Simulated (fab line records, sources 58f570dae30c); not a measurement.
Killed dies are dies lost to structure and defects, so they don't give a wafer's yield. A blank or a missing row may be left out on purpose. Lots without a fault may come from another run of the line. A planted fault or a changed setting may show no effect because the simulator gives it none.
A struck lot beside a sound one | flow berkeley_cmos170 | 14 steps out of a route of 331
Sound: wafers L644.1, L644.3, L644.5. Struck: wafers L647.2, L647.4, L647.5. The cause comes at the end.
At each step with rows: each side's tool, then ch and its chambers, then its first start. Under that, the readings that differ: sound wafers | struck wafers | difference of the means | sigmas: that difference in standard deviations of wafers without a fault.
alike: readings whose means differ by less than 2 such deviations, and words and numbers that are the same on both sides. not compared: withheld readings, readings that some wafer has no value for, bounds like >300 that may hide the same value, and numbers for which the record gives no deviation and whose values overlap.
The two part at a step that has a row with sigmas, a row that says differs or no value, or rows on one side only. Numbers that don't overlap but have no deviation are shown without sigmas and don't part them. A reading that every wafer of one side lacks parts them only if that side has two wafers or more.

first, 1 step without rows for these wafers: UCB170_CONTACT_CVD_01 (deposits PSG from SiH4/O2/PH3, target thk 700 nm, time 2820 s).
UCB170_CONTACT_THK_MEAS_02:
  sound on film_metro-03, day 8 01:41; struck on film_metro-04, day 9 03:01
  alike: CONTACT_PSG_THK
then, 3 steps without rows for these wafers: UCB170_CONTACT_HMDS_03 (prime time 60 s); UCB170_CONTACT_COAT_04 (resist thk 900 nm); UCB170_CONTACT_SOFTBAKE_05 (time 60 s).
UCB170_CONTACT_STRIP_06: strips in O2.
  sound on plasma_asher-03 ch 0,1, day 8 02:26; struck on plasma_asher-03 ch 0,1, day 9 03:31
  reading                      | sound             | struck            | difference | sigmas
  strip_time_to_endpoint_s (s) | 21.93 21.89 21.93 | 22.07 22.01 22.08 | +0.14      | +2
  alike: drypump_motor_current_A, oes_product_au
  not compared: rf_hours_counter_h
then, 1 step without rows for these wafers: UCB170_CONTACT_CLEAN_07 (cleans in SPM, time 600 s).
UCB170_CONTACT_RTA_08: time 10 s.
  sound on rtp_anneal-01 ch 0, day 8 02:43; struck on rtp_anneal-01 ch 0, day 9 03:47
  alike: lamp_power_pct, wafer_temp_C_max
then, 4 steps without rows for these wafers: UCB170_CONTACT_COAT_09; UCB170_CONTACT_COAT_10 (resist thk 900 nm); UCB170_CONTACT_SOFTBAKE_11 (time 60 s); UCB170_CONTACT_EXPOSE_12 (exposes mask CONT, target cd 700 nm).
UCB170_CONTACT_PEB_13:
  sound on litho_track-02 ch 0, day 8 04:22; struck on litho_track-03, day 9 04:43
  no value came back on the struck wafers for chill_plate_temp_C (C), exhaust_pa (Pa), heater_power_total_W (W); on the sound wafers chill_plate_temp_C (C) reads 22.85 23.11 22.97
then, 1 step without rows for these wafers: UCB170_CONTACT_DEVELOP_14 (develop time 45 s).

WHERE THEY PART
First at UCB170_CONTACT_STRIP_06; last, within this record, at UCB170_CONTACT_PEB_13.

WHY: what the simulator had put in
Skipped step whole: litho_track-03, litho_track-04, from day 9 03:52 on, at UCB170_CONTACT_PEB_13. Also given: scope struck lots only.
